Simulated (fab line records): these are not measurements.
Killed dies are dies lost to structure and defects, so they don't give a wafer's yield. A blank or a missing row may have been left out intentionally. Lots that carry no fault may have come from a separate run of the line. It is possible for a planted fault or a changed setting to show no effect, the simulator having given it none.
Which tool was responsible?    flow rit-cmos    Sampling: 14 lots, 42 wafers, 5 of 202 route steps

== WHAT THE GAUGES SHOWED, per wafer ==
RIT_ACTIVE_THK_MEAS_02.
lot   measured     on             ACTIVE_OXIDE_THK (nm)
L722  day 1 13:34  film-metro-02  43.5 43.5 42.7
L723  day 1 17:31  film-metro-02  42.4 41.7 43.1
L724  day 1 22:16  film-metro-02  43.2 43.6 44.0
L725  day 2 03:04  film-metro-02  44.0 44.8 44.6
L730  day 3 05:02  film-metro-02  49.6 49.3 48.9
L732  day 3 17:15  film-metro-01  49.6 49.6 49.9
L734  day 4 00:04  film-metro-01  42.7 42.5 42.6
L736  day 4 10:47  film-metro-01  42.6 42.2 42.0
L739  day 5 01:55  film-metro-03  43.6 43.5 43.8
L740  day 5 08:54  film-metro-01  42.0 42.4 42.5
L742  day 5 17:13  film-metro-02  42.5 43.5 43.0
L743  day 5 21:47  film-metro-03  42.3 43.1 42.2
L744  day 6 02:20  film-metro-01  43.2 44.3 43.9
L745  day 6 08:29  film-metro-03  43.0 42.4 43.1

RIT_NWELL_OVL_MEAS_06.
lot   measured     on          NWELL_OVL (nm)
L722  day 1 23:29  overlay-02  -0.8 -0.7 -2.4
L723  day 2 06:19  overlay-01  1.8 2.1 1.5
L724  day 2 08:46  overlay-02  -0.7 -2.1 -2.5
L725  day 2 13:41  overlay-01  -0.2 -0.8 -1.8
L730  day 3 20:34  overlay-01  0.9 -1.0 -1.9
L732  day 4 04:10  overlay-02  -0.2 1.1 -0.5
L734  day 4 10:40  overlay-02  -0.7 0.3 -1.5
L736  day 4 23:47  overlay-02  -1.1 0.0 1.3
L739  day 5 17:15  overlay-01  0.3 0.4 -0.8
L740  day 5 20:41  overlay-02  0.4 2.9 1.1
L742  day 6 04:44  overlay-01  -1.5 -2.5 -1.1
L743  day 6 14:16  overlay-02  -0.8 -1.3 1.8
L744  day 6 20:37  overlay-02  -1.5 -0.5 -3.2
L745  day 7 06:10  overlay-01  -0.5 1.7 -0.7

RIT_GATE_CD_MEAS_90 targets a cd of 150 nm.
lot   measured     on         cd-nm (nm)
L722  day 2 18:49  cd-sem-02  150.5 151.9 151.2
L723  day 3 02:02  cd-sem-02  148.4 146.3 147.5
L724  day 3 03:40  cd-sem-02  145.8 146.5 146.5
L725  day 3 11:09  cd-sem-02  149.1 150.2 149.8
L730  day 4 15:26  cd-sem-02  151.0 151.5 152.0
L732  day 5 01:33  cd-sem-02  150.1 147.5 149.8
L734  day 5 06:33  cd-sem-02  149.6 149.9 148.1
L736  day 6 01:04  cd-sem-01  147.9 146.9 144.9
L739  day 6 20:56  cd-sem-02  151.0 151.1 151.8
L740  day 6 20:31  cd-sem-01  147.4 148.8 149.8
L742  day 7 04:41  cd-sem-01  149.9 148.6 147.0
L743  day 7 14:15  cd-sem-01  147.4 147.7 148.9
L744  day 7 19:32  cd-sem-01  150.3 152.9 148.9
L745  day 8 06:18  cd-sem-02  148.8 149.9 149.1

== WHICH TOOL RAN EACH LOT (tool, then ch and the chambers of the sampled wafers, then the start) ==
lot   RIT_ACTIVE_OXIDATION_01       RIT_NWELL_STRIP_09
L722  furnace-04 ch 0, day 1 11:37  plasma-asher-02 ch 0,1, day 1 23:55
L723  furnace-03 ch 0, day 1 15:35  plasma-asher-03 ch 0,1, day 2 06:44
L724  furnace-01 ch 0, day 1 20:19  plasma-asher-04 ch 0,1, day 2 09:15
L725  furnace-04 ch 0, day 2 01:07  plasma-asher-02 ch 0,1, day 2 14:07
L730  furnace-04 ch 0, day 3 03:06  plasma-asher-04 ch 0,1, day 3 21:00
L732  furnace-04 ch 0, day 3 15:18  plasma-asher-03 ch 0,1, day 4 04:36
L734  furnace-03 ch 0, day 3 22:07  plasma-asher-03 ch 0,1, day 4 11:10
L736  furnace-03 ch 0, day 4 08:50  plasma-asher-04 ch 0,1, day 5 00:16
L739  furnace-03 ch 0, day 4 23:59  plasma-asher-03 ch 0,1, day 5 17:41
L740  furnace-03 ch 0, day 5 06:58  plasma-asher-03 ch 0,1, day 5 21:07
L742  furnace-03 ch 0, day 5 15:17  plasma-asher-02 ch 0,1, day 6 05:11
L743  furnace-01 ch 0, day 5 19:49  plasma-asher-04 ch 0,1, day 6 14:44
L744  furnace-01 ch 0, day 6 00:23  plasma-asher-03 ch 0, day 6 21:02
L745  furnace-03 ch 0, day 6 06:32  plasma-asher-03 ch 0,1, day 7 06:36
- RIT_ACTIVE_OXIDATION_01: target thk 46.8 nm, ox time 3360 s.
- RIT_NWELL_STRIP_09: strips in O2, time 180 s.

== AS READ BY THE TOOLS THEMSELVES (means over the sampled wafers that have a number; for cases with no such wafer, the mark the record gives instead) ==
RIT_NWELL_STRIP_09.
lot   tool             chamber-pressure-mTorr (mTorr)  drypump-motor-current-A (A)
L722  plasma-asher-02  4004                            6.1
L723  plasma-asher-03  4000                            5.9
L724  plasma-asher-04  3996                            5.4
L725  plasma-asher-02  4002                            6.1
L730  plasma-asher-04  3997                            5.4
L732  plasma-asher-03  3999                            5.9
L734  plasma-asher-03  4003                            5.9
L736  plasma-asher-04  4000                            5.8
L739  plasma-asher-03  4000                            5.9
L740  plasma-asher-03  4002                            5.7
L742  plasma-asher-02  4002                            6.1
L743  plasma-asher-04  4002                            5.5
L744  plasma-asher-03  4004                            6.2
L745  plasma-asher-03  3999                            5.7

== THE ANSWER, worked out from the rows above alone ==
Rule: what is usual is taken from the lots themselves. Put in order of their means at a reading, lots are off if they are a third of the lots or fewer, leave a main group of 4 or more, and stand apart from it by a gap of 3 or more times the standard deviation of the main group's means; of several such gaps the widest counts. If all means in a main group match to the digits the tables above print for the reading, that group is not used. A lot without any number at a reading at which 4 lots or more have one is off too. Where the step has rows for the other lots, those lots are counted as sound. First the gauges in route order, then the tools' own readings, where a lot's mean is used as printed above. The first step at which some lot is off is used, and at that step the reading that is off furthest; a lot without a number counts as furthest.
Off: L730, L732, at RIT_ACTIVE_THK_MEAS_02 (ACTIVE_OXIDE_THK). The main group: mean 43.1 nm, standard deviation 0.67.
If a tool, at a process step before that reading, ran all the lots that are off and no sound lot after the first of them, it fits. Those tools and the gauges at RIT_ACTIVE_THK_MEAS_02 are tried in the same way. One fits: RIT_ACTIVE_OXIDATION_01 on furnace-04. Its last sound lot is L725 (day 2 01:07), its first lot that is off L730 (day 3 03:06): a fault that began between those two fits.

== WHAT THE SIMULATOR PUT IN ==
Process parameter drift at RIT_ACTIVE_OXIDATION_01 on furnace-04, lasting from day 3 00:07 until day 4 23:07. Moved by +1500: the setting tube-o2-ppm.
Lots struck among those shown: L730, L732. The rule above reached the same finding.
